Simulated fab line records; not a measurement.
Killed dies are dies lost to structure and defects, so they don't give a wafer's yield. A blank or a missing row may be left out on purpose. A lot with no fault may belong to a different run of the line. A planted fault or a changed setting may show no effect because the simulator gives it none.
Split-lot experiment | flow rit cmos | 23 wafers read from 5 lots, route of 202 steps

## ON THE SPLIT
At RIT_PWELL_COAT_01 (resist thk 1300 nm), the setting spin rpm was moved away from the recipe's 2000 rpm on 8 of the 23 wafers read, by -5.1% to +3.3%. All remaining wafers had this setting at the recipe value.

## FROM THE SPLIT TO THE READING: what the file shows between them, 3 steps
- RIT_PWELL_SOFTBAKE_02: time 57.01 s
- RIT_PWELL_EXPOSE_03: exposes mask M3, target cd 43700 nm
- RIT_PWELL_DEVELOP_05: develop time 68 s

## THE READING
NOVOLAK_of_PWELL_COAT_01.thk nm (the simulator's own value, which no gauge read), in nm, at RIT_PWELL_HARDBAKE_07 (time 120 s). The file gives no usual value for it. Average 1139 nm, standard deviation 3.7 nm, over the 15 wafers here run with the recipe.

wafer  | tool, chamber at the split | spin rpm as run, rpm | against the recipe | NOVOLAK_of_PWELL_COAT_01.thk nm, nm | against lot-mates on the recipe
L074.1 | litho track-03, 0          | 2066                 | +3.3%              | 1117                                | -20
L074.2 | litho track-03, 0          | 2066                 | +3.3%              | 1117                                | -20
L074.4 | litho track-03, 0          | 2000                 | recipe             | 1137                                | -
L074.5 | litho track-03, 0          | 2066                 | +3.3%              | 1118                                | -20
L074.6 | litho track-03, 0          | 2000                 | recipe             | 1138                                | -
L075.1 | litho track-03, 0          | 1925                 | -3.7%              | 1167                                | +24
L075.3 | litho track-03, 0          | 1925                 | -3.7%              | 1167                                | +24
L075.4 | litho track-03, 0          | 2000                 | recipe             | 1142                                | -
L075.5 | litho track-03, 0          | 2000                 | recipe             | 1143                                | -
L075.6 | litho track-03, 0          | 1925                 | -3.7%              | 1169                                | +26
L076.2 | litho track-02, 0          | 2000                 | recipe             | 1134                                | -
L076.5 | litho track-02, 0          | 2000                 | recipe             | 1134                                | -
L076.3 | litho track-02, 0          | 2000                 | recipe             | 1136                                | -
L081.1 | litho track-03, 0          | 2000                 | recipe             | 1137                                | -
L081.2 | litho track-03, 0          | 1898                 | -5.1%              | 1166                                | +29
L081.3 | litho track-03, 0          | 2000                 | recipe             | 1136                                | -
L081.5 | litho track-03, 0          | 1898                 | -5.1%              | 1169                                | +32
L081.6 | litho track-03, 0          | 2000                 | recipe             | 1138                                | -
L084.1 | litho track-01, 0          | 2000                 | recipe             | 1144                                | -
L084.2 | litho track-01, 0          | 2000                 | recipe             | 1142                                | -
L084.4 | litho track-01, 0          | 2000                 | recipe             | 1142                                | -
L084.3 | litho track-01, 0          | 2000                 | recipe             | 1146                                | -
L084.6 | litho track-01, 0          | 2000                 | recipe             | 1143                                | -

FIT RESULTS
A straight line over all 23 wafers: NOVOLAK_of_PWELL_COAT_01.thk nm changes by -6.48 nm for each +1% of spin rpm; r = -0.97; the points scatter about the line by 3.9 nm.
The same after taking each lot's own level away (the mean of its wafers on the recipe; 23 wafers): -6.24 nm for each +1%; r = -1.00; scatter 1.3 nm.
On that fit, the largest move of spin rpm shifts the reading by 32 nm.
From 1134.7 to 1143.4 nm: that is the span of the lots' own levels, equal to 2.3 times the standard deviation above.
Hence the lot-to-lot level has little effect on the slope; both slopes agree.
Check: +32.8 nm against its lot-mates is what the line predicts for one of the wafers moved furthest among these (-5.1%) when that wafer is left out of the fit. Against them it came out at +29 nm.

## THESE WAFERS: OTHER SPLITS
Other splits were also applied to these wafers ahead of the reading. Each is held against what the fit with the lots' levels taken away leaves over:
other split on the same wafers    | wafers away from the commonest value | r with NOVOLAK_of_PWELL_COAT_01.thk nm (lot level and that fit taken away)
RIT_ACTIVE_OXIDATION_01 ox time s | 10                                   | -0.10
RIT_NWELL_IMPLANT_08 dose cm2     | 5                                    | +0.02

## THE WHOLE CHAIN: every reading that the file lists as answering this split, in the file's order
step                  | what it does       | reading                                                                          | change (the file's fit)              | r (the file's)
RIT_PWELL_COAT_01     | resist thk 1300 nm | NOVOLAK_of_PWELL_COAT_01.thk nm (the simulator's own value, which no gauge read) | -7.27 nm for each +1% of the setting | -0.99
RIT_PWELL_HARDBAKE_07 | time 120 s         | NOVOLAK_of_PWELL_COAT_01.thk nm (the simulator's own value, which no gauge read) | -6.27 nm for each +1% of the setting | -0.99

## FILE'S OWN FIT
NOVOLAK_of_PWELL_COAT_01.thk nm changes by -6.27 nm for each +1% of spin rpm, r = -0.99.
